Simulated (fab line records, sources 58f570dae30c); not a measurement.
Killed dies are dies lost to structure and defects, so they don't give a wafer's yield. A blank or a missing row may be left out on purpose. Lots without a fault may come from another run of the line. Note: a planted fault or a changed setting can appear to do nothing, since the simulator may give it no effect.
Split-lot trial | flow berkeleyCmos170 | route with 331 steps; 5 lots, 23 wafers read

== THE SPLIT ITSELF ==
At UCB170_M1_COAT_04 (resist thk 900 nm), the setting spinRpm was moved away from the recipe's 1500 rpm on 8 of the 23 wafers read, by -6.5% to -3.6%. For the rest of the wafers, this setting stayed at what the recipe calls for.

== FROM THE SPLIT ON TO THE READING: in between, the file shows 1 step ==
- UCB170_M1_ETCH_11: etches BARC in N2/H2 (also split here: sourceW)

== THE READING ==
KrF_of_M1_COAT_04.thkNm (the simulator's own value, which no gauge read), in nm, at UCB170_M1_METAL_ETCH_12 (etches Al in Cl2/BCl3, stops on PSG, target depth 780 nm, time 130 s). The file does not state a usual value for it. Average 441.4 nm, standard deviation 6.6 nm, over the 15 wafers here run with the recipe.

wafer  | tool, chamber at the split | spinRpm as run, rpm | against the recipe | KrF_of_M1_COAT_04.thkNm, nm | against lot-mates on the recipe
L076.1 | lithoTrack-01, 0           | 1500                | recipe             | 450.1                       | -
L076.5 | lithoTrack-01, 0           | 1500                | recipe             | 450.6                       | -
L076.6 | lithoTrack-01, 0           | 1500                | recipe             | 447.5                       | -
L080.1 | lithoTrack-02, 0           | 1402                | -6.5%              | 471.8                       | +25.8
L080.2 | lithoTrack-02, 0           | 1402                | -6.5%              | 481                         | +35.0
L080.3 | lithoTrack-02, 0           | 1500                | recipe             | 448.1                       | -
L080.4 | lithoTrack-02, 0           | 1402                | -6.5%              | 470.3                       | +24.3
L080.5 | lithoTrack-02, 0           | 1500                | recipe             | 443.8                       | -
L082.1 | lithoTrack-02, 0           | 1500                | recipe             | 443.4                       | -
L082.2 | lithoTrack-02, 0           | 1500                | recipe             | 433.5                       | -
L082.4 | lithoTrack-02, 0           | 1443                | -3.8%              | 452.9                       | +14.4
L082.5 | lithoTrack-02, 0           | 1443                | -3.8%              | 452.6                       | +14.2
L082.6 | lithoTrack-02, 0           | 1443                | -3.8%              | 458.7                       | +20.2
L081.2 | lithoTrack-01, 0           | 1500                | recipe             | 440.4                       | -
L081.3 | lithoTrack-01, 0           | 1500                | recipe             | 443.7                       | -
L081.4 | lithoTrack-01, 0           | 1500                | recipe             | 436.5                       | -
L081.5 | lithoTrack-01, 0           | 1500                | recipe             | 435.5                       | -
L081.6 | lithoTrack-01, 0           | 1500                | recipe             | 447.5                       | -
L085.1 | lithoTrack-04, 0           | 1500                | recipe             | 433.6                       | -
L085.2 | lithoTrack-04, 0           | 1446                | -3.6%              | 459.8                       | +26.3
L085.4 | lithoTrack-04, 0           | 1500                | recipe             | 428.8                       | -
L085.5 | lithoTrack-04, 0           | 1446                | -3.6%              | 443                         | +9.5
L085.6 | lithoTrack-04, 0           | 1500                | recipe             | 438                         | -

FIT RESULTS
A straight line over all 23 wafers: KrF_of_M1_COAT_04.thkNm changes by -4.53 nm for each +1% of spinRpm; r = -0.85; the points scatter about the line by 7 nm.
The same after taking each lot's own level away (the mean of its wafers on the recipe; 23 wafers): -4.4 nm for each +1%; r = -0.92; scatter 4.6 nm.
Per that fit: largest spinRpm move, reading shift of 29 nm.
The span of the lots' own levels, 433.47 to 449.40 nm, comes to 2.4 times the standard deviation stated above.
The two slopes are in agreement: the lot-to-lot level therefore moves the slope only a little.
Check: for one of the wafers moved furthest among these (-6.5%), held out of the fit, the line's prediction against its lot-mates is +29.7 nm. It came out at +25.8 nm against them.

== OTHER SPLITS ON THESE WAFERS ==
Before the reading, these wafers also passed through other splits. Each is held against what the fit with the lots' levels taken away leaves over:
other split on the same wafers    | wafers away from the commonest value | r with KrF_of_M1_COAT_04.thkNm (lot level and that fit taken away)
UCB170_NSD_PEB_04 pebTempC        | 8                                    | -0.14
UCB170_SILICIDE_SPUTTER_01 powerW | 11                                   | +0.13
UCB170_CONTACT_PEB_13 pebTempC    | 4                                    | -0.31
UCB170_M1_ETCH_11 sourceW         | 10                                   | -0.28

== THE WHOLE CHAIN: every reading that the file lists as answering this split, in the file's order ==
step                    | what it does                                                         | reading                                                                  | change (the file's fit)              | r (the file's)
UCB170_M1_COAT_04       | resist thk 900 nm                                                    | KrF_of_M1_COAT_04.thkNm (the simulator's own value, which no gauge read) | -4.59 nm for each +1% of the setting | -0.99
UCB170_M1_METAL_ETCH_12 | etches Al in Cl2/BCl3, stops on PSG, target depth 780 nm, time 130 s | KrF_of_M1_COAT_04.thkNm (the simulator's own value, which no gauge read) | -4.46 nm for each +1% of the setting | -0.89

== FILE'S OWN FIT ==
KrF_of_M1_COAT_04.thkNm changes by -4.46 nm for each +1% of spinRpm, r = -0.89.
